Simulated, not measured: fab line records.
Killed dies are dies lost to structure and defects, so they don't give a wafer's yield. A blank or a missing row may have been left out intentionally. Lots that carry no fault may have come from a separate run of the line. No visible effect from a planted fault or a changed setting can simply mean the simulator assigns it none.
Matching of chambers | flow ritCmos | RIT_GATE_ETCH_19 on rieSi-01 has 4 sister chambers
The step etches poly-Si in SF6/CHF3/O2, stops on SiO2, time 165 s, target depth 312.5 nm. 8 wafers are shown with their chamber, then 8 later ones without.

WAFERS, EACH WITH ITS CHAMBER
wafer  | chamber | throttleValvePct (%) | oesProductAu (a.u.)
L708.6 | 3       | 10.15                | 0.840
L720.1 | 0       | 10.25                | 0.829
L720.3 | 2       | 10.30                | 0.819
L720.4 | 1       | 10.28                | 0.840
L722.3 | 2       | 10.28                | 0.813
L722.5 | 0       | 10.26                | 0.837
L722.6 | 3       | 10.16                | 0.848
L724.4 | 1       | 10.26                | 0.838

WAFERS WITHOUT THEIR CHAMBER
wafer  | throttleValvePct (%) | oesProductAu (a.u.)
L724.5 | 10.30                | 0.807
L724.6 | 10.27                | 0.832
L726.2 | 10.16                | 0.860
L726.3 | 10.24                | 0.828
L726.5 | 10.25                | 0.824
L728.1 | 10.16                | 0.856
L728.3 | 10.30                | 0.827
L728.5 | 10.29                | 0.828

THE CHAMBER EACH PASSED THROUGH
wafer  | from the rows above          | in truth
L724.5 | 2                            | 2
L724.6 | can't be placed: 0 or 1      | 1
L726.2 | 3                            | 3
L726.3 | can't be placed: 0 or 1      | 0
L726.5 | can't be placed: 0 or 1 or 2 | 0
L728.1 | 3                            | 3
L728.3 | can't be placed: 2 or 1 or 0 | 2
L728.5 | can't be placed: 2 or 1 or 0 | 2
Placed correctly: 3 of 8. Cannot be placed on the basis of these rows: 5; the candidates contain the true chamber in 5. Wrongly placed: 0.
How it was worked out, from the rows above alone: a wafer's distance from a chamber is the root of the sum, over the readings, of the square of ((its reading less the chamber's mean) divided by the reading's scatter). If the next closest chamber is less than 2 further off than the closest, the wafer can't be placed; otherwise it belongs to the closest. A chamber's mean is the mean of its shown wafers. The scatter: take each reading less its chamber's mean, square it, sum over the shown wafers, divide by the number of wafers less the number of chambers, and take the root.
